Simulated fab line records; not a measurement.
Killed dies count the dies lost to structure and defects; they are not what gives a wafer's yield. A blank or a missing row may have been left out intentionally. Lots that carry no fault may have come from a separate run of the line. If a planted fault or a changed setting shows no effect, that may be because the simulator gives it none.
Chamber matching | flow ritCmos | RIT_GATE_ETCH_19 on rieSi-01 has 4 sister chambers
The step etches poly-Si in SF6/CHF3/O2, stops on SiO2, time 165 s, target depth 312.5 nm. 14 wafers are shown with their chamber, then 7 later ones without.

## WAFERS, EACH WITH ITS CHAMBER
wafer  | chamber | throttleValvePct (%) | oesProductAu (a.u.)
L180.4 | 2       | 10.22                | 0.826
L180.5 | 1       | 10.12                | 0.838
L180.6 | 0       | 10.44                | 0.836
L184.4 | 0       | 10.44                | 0.837
L184.5 | 0       | 10.45                | 0.834
L184.6 | 3       | 10.40                | 0.844
L186.1 | 1       | 10.12                | 0.823
L186.3 | 2       | 10.23                | 0.820
L186.6 | 2       | 10.23                | 0.819
L188.1 | 2       | 10.23                | 0.820
L188.4 | 2       | 10.21                | 0.818
L188.6 | 3       | 10.39                | 0.828
L190.1 | 0       | 10.45                | 0.844
L190.2 | 2       | 10.22                | 0.830

SIGNATURES (averages over the wafers above)
reading          | chamber 0 | chamber 1 | chamber 2 | chamber 3 | scatter within a chamber
throttleValvePct | 10.4450   | 10.1200   | 10.2233   | 10.3950   | 0.00695
oesProductAu     | 0.83775   | 0.83050   | 0.82217   | 0.83600   | 0.0064
Rule: for each reading, subtract the chamber's mean from the wafer's reading, divide by that reading's scatter and square the result; add these up over the readings and take the root, which gives the wafer's distance from the chamber. If the next closest chamber is less than 2 further off than the closest, the wafer can't be placed; otherwise it belongs to the closest. The scatter: take each reading less its chamber's mean, square it, sum over the shown wafers, divide by the number of wafers less the number of chambers, and take the root.

## WAFERS WHOSE CHAMBER IS MISSING
wafer  | throttleValvePct (%) | oesProductAu (a.u.)
L190.4 | 10.08                | 0.865
L192.2 | 10.41                | 0.829
L192.3 | 10.45                | 0.834
L192.6 | 10.40                | 0.841
L194.2 | 10.46                | 0.825
L194.3 | 10.21                | 0.820
L194.6 | 10.44                | 0.834

## CHAMBER TAKEN BY EACH
wafer  | from the rows above | in truth
L190.4 | 1                   | 1
L192.2 | 3                   | 3
L192.3 | 0                   | 0
L192.6 | 3                   | 3
L194.2 | 0                   | 0
L194.3 | 2                   | 2
L194.6 | 0                   | 0
Placed correctly: 7 of 7. From these rows, 0 cannot be placed. Wrongly placed: 0.
